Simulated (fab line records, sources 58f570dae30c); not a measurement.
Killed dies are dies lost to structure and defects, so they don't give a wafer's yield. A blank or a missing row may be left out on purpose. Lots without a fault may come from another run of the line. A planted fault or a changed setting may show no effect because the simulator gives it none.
fab line records | flow berkeley_cmos170
record lots=14 wafers=42 last_day=12
route steps=331 shown NSD@195 SDANNEAL@205 V1@258 M2@274
lots that met no fault: from a run of the same line without faults
start_h: hours from the record's first day to the start of the lot's first wafer shown | wait_h: hours since the lot's step before | " the same as in the row above | L1.1+2: a row that stands for several wafers | - no value, or no start given | * or withheld: withheld | < > ~ a bound
route shown NAME@n: a module of which the file shows steps, and the number in the route of the first | usual: mean/standard deviation of fault-free wafers | same: alike in all rows | chamber/n: place in a boat | sites: the reading at each site | _std_site: their standard deviation | _edge_site: outer sites' mean less inner sites' | radius_mm: how far each site lies from the wafer's centre | mask NAME#n: copy n | behind: the tool/chamber that last shaped the wafer | hold: why the lot was held/for how many hours/how that ended | device: the transistor (n, p or np) that didn't switch | end of line: the same wafers' tests at the end of the route | a step without rows: its recipe alone | killed: dies lost to structure and defects at the first sort, not the wafer's yield | map: a wafer's dies, x killed, . not, _ none there
set.NAME: the setting as run; set.NAME@STEP: as run at that earlier step | model.NAME: the simulator's own value behind a step, which no gauge read
steps of the route over a sample of lots; a table a step, a row a wafer
services: from which hour (start_h, from the record's first day; less than 0 if before it) a tool's chamber was out of use, for how many hours, and why
## steps
# step UCB170_NSD_IMPLANT_08
# recipe species=P dose_cm2=3e+15 energy_kev=40 tilt_deg=7
# usual beam_energy_keV=40.000/0.012
# columns lot.wafer tool chamber start_h wait_h beam_energy_keV
L294.2 implanter-02 0 144.26 0.0 40.003
L294.3 " 0 " " 40.012
L294.4 " 0 " " 39.999
L297.1 implanter-03 0 157.73 0.0 40.007
L297.4 " 0 " " 40.013
L297.6 " 0 " " 40.005
L295.1 implanter-02 0 162.37 0.0 40.000
L295.2 " 0 " " 39.988
L295.3 " 0 " " 39.986
L298.4 implanter-03 0 164.34 0.1 40.000
L298.5 " 0 " " 40.006
L298.6 " 0 " " 39.999
L296.4 implanter-01 0 164.43 0.1 40.021
L296.5 " 0 " " 40.002
L296.6 " 0 " " 39.979
L299.1 implanter-02 0 164.56 0.0 40.015
L299.2 " 0 " " 40.009
L299.6 " 0 " " 40.019
L302.2 implanter-03 0 181.54 0.0 40.000
L302.3 " 0 " " 39.993
L302.4 " 0 " " 39.995
L303.2 implanter-02 0 187.64 0.0 40.002
L303.4 " 0 " " 39.987
L303.6 " 0 " " 40.014
L306.1 implanter-02 0 197.76 0.0 40.021
L306.4 " 0 " " 40.021
L306.5 " 0 " " 40.001
L304.1 implanter-03 0 198.00 0.0 39.982
L304.3 " 0 " " 39.975
L304.6 " 0 " " 39.992
L305.1 implanter-01 0 198.05 0.0 40.011
L305.3 " 0 " " 40.003
L305.4 " 0 " " 40.004
L314.1 implanter-02 0 239.36 0.0 39.566
L314.3 " 0 " " 39.558
L314.5 " 0 " " 39.562
L316.2 implanter-02 0 259.06 0.0 39.560
L316.4 " 0 " " 39.584
L316.6 " 0 " " 39.579
L315.2 implanter-03 0 259.34 0.0 39.997
L315.3 " 0 " " 40.004
L315.4 " 0 " " 39.987
# step UCB170_SDANNEAL_RTA_01
# recipe temp_c=1050 time_s=5 ambient=N2
# usual lamp_power_pct=40/7.8 wafer_temp_C_max=1055.9/1.7
# columns lot.wafer tool chamber start_h wait_h lamp_power_pct wafer_temp_C_max
L294.2 rtp_anneal-01 0 145.62 0.1 48 1056.0
L294.3 " 0 " " 48 1055.4
L294.4 " 0 " " 48 1055.3
L297.1 rtp_anneal-02 0 159.24 0.1 33 1055.3
L297.4 " 0 " " 33 1058.4
L297.6 " 0 " " 33 1055.7
L295.1 rtp_anneal-01 0 163.66 0.1 48 1054.6
L295.2 " 0 " " 48 1055.3
L295.3 " 0 " " 48 1055.1
L296.4 rtp_anneal-02 0 166.11 0.1 33 1055.9
L296.5 " 0 " " 33 1059.8
L296.6 " 0 " " 33 1056.4
L298.4 rtp_anneal-01 0 166.11 0.1 48 1054.3
L298.5 " 0 " " 48 1055.5
L298.6 " 0 " " 48 1054.1
L299.1 rtp_anneal-02 0 166.39 0.1 33 1055.3
L299.2 " 0 " " 33 1058.5
L299.6 " 0 " " 33 1056.1
L302.2 rtp_anneal-02 0 184.23 0.1 33 1057.4
L302.3 " 0 " " 33 1056.9
L302.4 " 0 " " 33 1056.7
L303.2 rtp_anneal-02 0 189.13 0.1 33 1054.3
L303.4 " 0 " " 33 1057.0
L303.6 " 0 " " 33 1055.7
L304.1 rtp_anneal-01 0 200.94 0.1 48 1054.9
L304.3 " 0 " " 48 1054.8
L304.6 " 0 " " 48 1053.7
L306.1 rtp_anneal-02 0 200.94 0.1 33 1056.0
L306.4 " 0 " " 33 1056.2
L306.5 " 0 " " 33 1059.2
L305.1 rtp_anneal-01 0 201.15 0.1 48 1054.5
L305.3 " 0 " " 48 1055.8
L305.4 " 0 " " 48 1056.3
L314.1 rtp_anneal-02 0 240.65 0.1 33 1056.9
L314.3 " 0 " " 33 1055.8
L314.5 " 0 " " 33 1057.2
L316.2 rtp_anneal-01 0 260.67 0.1 48 1054.4
L316.4 " 0 " " 48 1055.7
L316.6 " 0 " " 48 1053.8
L315.2 rtp_anneal-02 0 261.02 0.1 33 1057.9
L315.3 " 0 " " 33 1058.0
L315.4 " 0 " " 33 1059.9
# step UCB170_V1_THK_MEAS_04
# recipe reads=SiO2_of_V1_CVD_00
# usual V1_POLISHED_THK=1000.0/1.2
# columns lot.wafer tool chamber start_h wait_h V1_POLISHED_THK[nm]
L294.2 film_metro-04 - 160.36 0.1 999.1
L294.3 " - " " 998.8
L294.4 " - " " 999.8
L297.1 film_metro-03 - 171.68 0.1 999.0
L297.4 " - " " 999.2
L297.6 " - " " 1000.4
L295.1 film_metro-03 - 174.40 0.1 1002.1
L295.2 " - " " 1000.1
L295.3 " - " " 999.7
L296.4 film_metro-04 - 181.76 0.1 1000.3
L296.5 " - " " 999.5
L296.6 " - " " 999.4
L298.4 film_metro-03 - 181.76 0.1 999.2
L298.5 " - " " 1000.0
L298.6 " - " " 1000.1
L299.1 film_metro-04 - 182.03 0.1 1000.3
L299.2 " - " " 1002.0
L299.6 " - " " 1000.8
L302.2 film_metro-03 - 197.22 0.1 997.4
L302.3 " - " " 998.8
L302.4 " - " " 999.7
L303.2 film_metro-04 - 200.59 0.1 1000.5
L303.4 " - " " 1000.1
L303.6 " - " " 1000.2
L305.1 film_metro-04 - 213.54 0.1 999.1
L305.3 " - " " 1000.2
L305.4 " - " " 998.3
L306.1 film_metro-03 - 213.54 0.1 999.8
L306.4 " - " " 1000.9
L306.5 " - " " 997.9
L304.1 film_metro-02 - 213.84 0.1 1002.1
L304.3 " - " " 1000.7
L304.6 " - " " 1002.1
L314.1 film_metro-04 - 256.61 0.1 998.0
L314.3 " - " " 997.7
L314.5 " - " " 999.7
L316.2 film_metro-03 - 274.76 0.1 997.5
L316.4 " - " " 998.4
L316.6 " - " " 999.0
L315.2 film_metro-02 - 275.06 0.1 1001.1
L315.3 " - " " 999.7
L315.4 " - " " 999.1
# step UCB170_M2_THK_MEAS_03
# recipe thk_meas_gauge=xrf reads=Al_of_M2_SPUTTER_01
# usual M2_AL_THK=893/13
# columns lot.wafer tool chamber start_h wait_h M2_AL_THK[nm]
L294.2 film_metro-01 - 163.79 0.1 889
L294.3 " - " " 885
L294.4 " - " " 894
L297.1 film_metro-01 - 174.51 0.1 884
L297.4 " - " " 887
L297.6 " - " " 901
L295.1 film_metro-01 - 179.07 0.1 895
L295.2 " - " " 900
L295.3 " - " " 887
L298.4 film_metro-02 - 184.05 0.1 884
L298.5 " - " " 876
L298.6 " - " " 884
L296.4 film_metro-01 - 184.77 0.1 895
L296.5 " - " " 876
L296.6 " - " " 906
L299.1 film_metro-01 - 185.29 0.1 889
L299.2 " - " " 888
L299.6 " - " " 873
L302.2 film_metro-04 - 204.29 0.1 894
L302.3 " - " " 910
L302.4 " - " " 900
L303.2 film_metro-01 - 204.44 0.1 881
L303.4 " - " " 894
L303.6 " - " " 904
L306.1 film_metro-01 - 215.64 0.1 894
L306.4 " - " " 885
L306.5 " - " " 873
L305.1 film_metro-04 - 215.93 0.1 924
L305.3 " - " " 926
L305.4 " - " " 923
L304.1 film_metro-01 - 216.19 0.1 875
L304.3 " - " " 876
L304.6 " - " " 883
L314.1 film_metro-02 - 259.35 0.1 886
L314.3 " - " " 902
L314.5 " - " " 893
L316.2 film_metro-02 - 276.99 0.1 884
L316.4 " - " " 882
L316.6 " - " " 904
L315.2 film_metro-04 - 277.12 0.1 900
L315.3 " - " " 913
L315.4 " - " " 896
## services
# columns tool chamber start_h hours kind
implanter-02 - 175.25 2.5 repair
implanter-02 - 178.38 6.5 repair
implanter-01 - 182.35 1.3 repair
implanter-03 - 185.19 2.6 repair
implanter-02 - 202.14 2.4 pm
implanter-01 - 218.52 11.3 repair
## key
first_sign step=UCB170_NSD_IMPLANT_08 reading=beam_energy_keV direction=down sigmas=36 usual=40.000 struck=39.568
effect none on later readings
met_at UCB170_NSD_IMPLANT_08
struck_lots L314,L316
tester_left_out L314,L316
not_acting_at UCB170_SDANNEAL_RTA_01,UCB170_V1_THK_MEAS_04,UCB170_M2_THK_MEAS_03
onset_between 197.76 239.36
fault kind=process_parameter_drift tool=implanter-02 chamber=- onset_h=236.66 steps=UCB170_NSD_IMPLANT_08 channel=energy_kev offset=-0.43864 shape=step end_h=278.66 acts_in=these_recipes_only stated=40
# tester_left_out: of these lots the tester's yield and bins aren't shown, on N5 and GAA mostly nor the transistor test; their killed dies are dies lost to structure and defects alone, not to doping, threshold or leakage, so they don't give the yield
